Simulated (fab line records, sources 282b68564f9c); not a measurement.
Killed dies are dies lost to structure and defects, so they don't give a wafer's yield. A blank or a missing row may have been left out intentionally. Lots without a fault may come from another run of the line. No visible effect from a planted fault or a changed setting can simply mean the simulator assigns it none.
The tool behind it: which one? + flow rit cmos + Sampling: 7 lots, 21 wafers, 2 of 202 route steps

WHAT EACH GAUGE READ, for each wafer
RIT_M1_RS_MEAS_01: measures by four-point-probe.
| lot  | measured    | on            | M1_AL_RS (ohm/sq)    |
|------|-------------|---------------|----------------------|
| L822 | day 4 05:16 | film metro-04 | 0.0738 0.0725 0.0734 |
| L824 | day 4 17:28 | film metro-02 | 0.0751 0.0750 0.0746 |
| L828 | day 5 10:44 | film metro-02 | 0.0739 0.0744 0.0737 |
| L830 | day 5 18:10 | film metro-02 | 0.0730 0.0728 0.0737 |
| L833 | day 6 09:00 | film metro-01 | 0.0731 0.0730 0.0734 |
| L837 | day 7 11:20 | film metro-01 | 0.0746 0.0742 0.0746 |
| L842 | day 8 15:30 | film metro-01 | 0.0738 0.0744 0.0749 |

WHAT TOOL EACH LOT RAN ON (gives the tool, then ch and the chambers of the sampled wafers, and finally the start)
| lot  | RIT_M1_SPUTTER_00           |
|------|-----------------------------|
| L822 | pvd sputter-01, day 4 04:57 |
| L824 | pvd sputter-04, day 4 17:09 |
| L828 | pvd sputter-01, day 5 10:23 |
| L830 | pvd sputter-01, day 5 17:50 |
| L833 | pvd sputter-03, day 6 08:40 |
| L837 | pvd sputter-01, day 7 11:02 |
| L842 | pvd sputter-01, day 8 15:11 |
- RIT_M1_SPUTTER_00: material Al, target thk 400 nm, time 500 s.

THE ANSWER, worked out from the rows above alone
Rule: what is usual is taken from the lots themselves. Put in order of their means at a reading, lots are off if they are a third of the lots or fewer, leave a main group of 4 or more, and stand apart from it by a gap of 3 or more times the standard deviation of the main group's means; of several such gaps the widest counts. The tables above print the reading to a certain number of digits; a main group whose means all agree to those digits is not used. A lot without any number at a reading at which 4 lots or more have one is off too. Where the step has rows for the other lots, those lots are counted as sound.
Nothing can be told from this: no lot is off at any reading shown.

WHAT HAD BEEN PUT IN BY THE SIMULATOR
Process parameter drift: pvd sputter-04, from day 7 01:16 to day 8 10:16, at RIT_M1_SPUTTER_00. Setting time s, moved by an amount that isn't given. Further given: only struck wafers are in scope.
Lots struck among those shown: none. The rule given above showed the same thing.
